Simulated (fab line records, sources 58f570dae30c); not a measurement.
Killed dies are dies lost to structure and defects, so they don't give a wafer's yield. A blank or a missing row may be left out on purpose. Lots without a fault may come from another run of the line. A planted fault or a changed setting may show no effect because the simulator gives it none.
Which tool did it? | flow berkeley_cmos170 | 14 lots, 42 wafers sampled, at 4 steps of a route of 331

WHAT THE GAUGES READ, wafer by wafer
UCB170_START_THK_MEAS_03.
lot  | measured    | on            | START_OXIDE_THK (nm)
L128 | day 1 19:15 | film_metro-01 | 20.3 20.2 20.7
L130 | day 2 04:53 | film_metro-01 | 20.5 20.2 20.2
L131 | day 2 04:53 | film_metro-04 | 20.5 20.4 20.4
L132 | day 2 11:29 | film_metro-03 | 19.6 19.9 19.6
L133 | day 2 17:23 | film_metro-04 | 20.5 20.9 20.7
L135 | day 2 22:59 | film_metro-01 | 20.6 19.9 20.5
L134 | day 2 23:00 | film_metro-04 | 20.2 20.2 19.9
L136 | day 3 09:04 | film_metro-01 | 20.5 20.6 20.5
L139 | day 3 20:35 | film_metro-03 | 20.3 20.2 20.4
L142 | day 4 10:58 | film_metro-04 | 20.1 19.9 20.2
L148 | day 5 20:02 | film_metro-01 | 20.3 20.4 20.5
L149 | day 6 00:09 | film_metro-01 | 20.4 20.7 20.2
L150 | day 6 05:34 | film_metro-04 | 20.1 20.2 19.9
L151 | day 6 09:19 | film_metro-03 | 20.7 20.8 20.9

UCB170_GATE_OVL_MEAS_13.
lot  | measured     | on         | GATE_OVL (nm)
L128 | day 7 05:25  | overlay-02 | 5 -3 6
L130 | day 7 11:34  | overlay-01 | -8 0 -4
L131 | day 7 12:02  | overlay-02 | -2 6 0
L132 | day 7 11:17  | overlay-02 | 3 -3 3
L133 | day 8 22:17  | overlay-02 | 1 -2 6
L135 | day 8 22:33  | overlay-01 | -3 -4 -7
L134 | day 8 22:45  | overlay-01 | -10 -3 -12
L136 | day 8 22:52  | overlay-01 | -1 2 6
L139 | day 9 15:31  | overlay-01 | -8 -5 -11
L142 | day 9 23:40  | overlay-01 | 8 1 2
L148 | day 11 08:04 | overlay-01 | -1 -10 -5
L149 | day 12 04:46 | overlay-02 | -8 -3 -5
L150 | day 12 04:46 | overlay-01 | 3 7 5
L151 | day 12 05:00 | overlay-02 | 4 12 10

UCB170_M3_BOW_MEAS_20.
lot  | measured     | on            | M3_BOW (um)
L128 | day 8 20:55  | film_metro-01 | 29 38 26
L130 | day 9 08:13  | film_metro-04 | 36 36 46
L131 | day 9 07:37  | film_metro-01 | 40 25 28
L132 | day 9 07:15  | film_metro-01 | 39 18 33
L133 | day 10 17:08 | film_metro-01 | 36 30 44
L135 | day 10 17:24 | film_metro-04 | 39 34 37
L134 | day 10 17:17 | film_metro-03 | 31 53 37
L136 | day 10 17:52 | film_metro-01 | 35 37 32
L139 | day 11 06:25 | film_metro-03 | 26 27 33
L142 | day 11 14:39 | film_metro-04 | 23 24 44
L148 | day 13 01:47 | film_metro-04 | 36 27 34
L149 | day 13 17:07 | film_metro-03 | 31 30 31
L150 | day 13 17:07 | film_metro-01 | 49 34 34
L151 | day 13 17:15 | film_metro-04 | 30 21 25

WHICH TOOL RAN EACH LOT (tool, then ch and the chambers of the sampled wafers, then the start)
lot  | UCB170_NLDD_EXPOSE_03
L128 | krf_scanner-01 ch 0, day 7 08:23
L130 | krf_scanner-01 ch 0, day 7 14:47
L131 | krf_scanner-01 ch 0, day 7 16:25
L132 | krf_scanner-02 ch 0, day 7 14:32
L133 | krf_scanner-01 ch 0, day 9 01:57
L135 | krf_scanner-01 ch 0, day 9 06:15
L134 | krf_scanner-01 ch 0, day 9 06:31
L136 | krf_scanner-01 ch 0, day 9 06:43
L139 | krf_scanner-02, day 9 18:22
L142 | krf_scanner-01, day 10 02:24
L148 | krf_scanner-01 ch 0, day 11 12:04
L149 | krf_scanner-01 ch 0, day 12 07:47
L150 | krf_scanner-01 ch 0, day 12 08:00
L151 | krf_scanner-01 ch 0, day 12 08:35
- UCB170_NLDD_EXPOSE_03: exposes mask NSELECT, target cd 1200 nm.

WHAT THE TOOLS THEMSELVES READ (means of the sampled wafers that have a number; where no wafer has one, the mark that the record gives instead)
UCB170_NLDD_EXPOSE_03.
lot  | tool           | exposure_dose_mJ_cm2 | focus_offset_nm (nm)
L128 | krf_scanner-01 | 29.999               | -0.4
L130 | krf_scanner-01 | 29.965               | -0.2
L131 | krf_scanner-01 | 29.965               | -0.1
L132 | krf_scanner-02 | 29.993               | -0.3
L133 | krf_scanner-01 | 29.987               | 0.3
L135 | krf_scanner-01 | 29.965               | -0.3
L134 | krf_scanner-01 | 29.962               | 0.5
L136 | krf_scanner-01 | 29.978               | 0.1
L139 | krf_scanner-02 | -                    | -
L142 | krf_scanner-01 | -                    | -
L148 | krf_scanner-01 | 30.036               | 0.0
L149 | krf_scanner-01 | 30.007               | -0.4
L150 | krf_scanner-01 | 30.019               | -0.1
L151 | krf_scanner-01 | 29.985               | -0.1

THE ANSWER, worked out from the rows above alone
Rule: what is usual is taken from the lots themselves. Put in order of their means at a reading, lots are off if they are a third of the lots or fewer, leave a main group of 4 or more, and stand apart from it by a gap of 3 or more times the standard deviation of the main group's means; of several such gaps the widest counts. A main group whose means are all the same, to the digits that the tables above print for the reading, isn't used. A lot without any number at a reading at which 4 lots or more have one is off too. The other lots that the step has rows for count as sound. The gauges are gone through in route order, then the tools' own readings, and for those a lot's mean is taken as printed above. The first step at which some lot is off is used, and at that step the reading that is off furthest; a lot without a number counts as furthest.
Off: L139, L142, at UCB170_NLDD_EXPOSE_03 (exposure_dose_mJ_cm2). Without a number there: L139, L142. The main group: mean 29.988, standard deviation 0.023.
A tool fits if, at that step or a process step before it, it ran every lot that is off, and no sound lot after the first of them. None of those tried fits.

WHAT THE SIMULATOR HAD PUT IN
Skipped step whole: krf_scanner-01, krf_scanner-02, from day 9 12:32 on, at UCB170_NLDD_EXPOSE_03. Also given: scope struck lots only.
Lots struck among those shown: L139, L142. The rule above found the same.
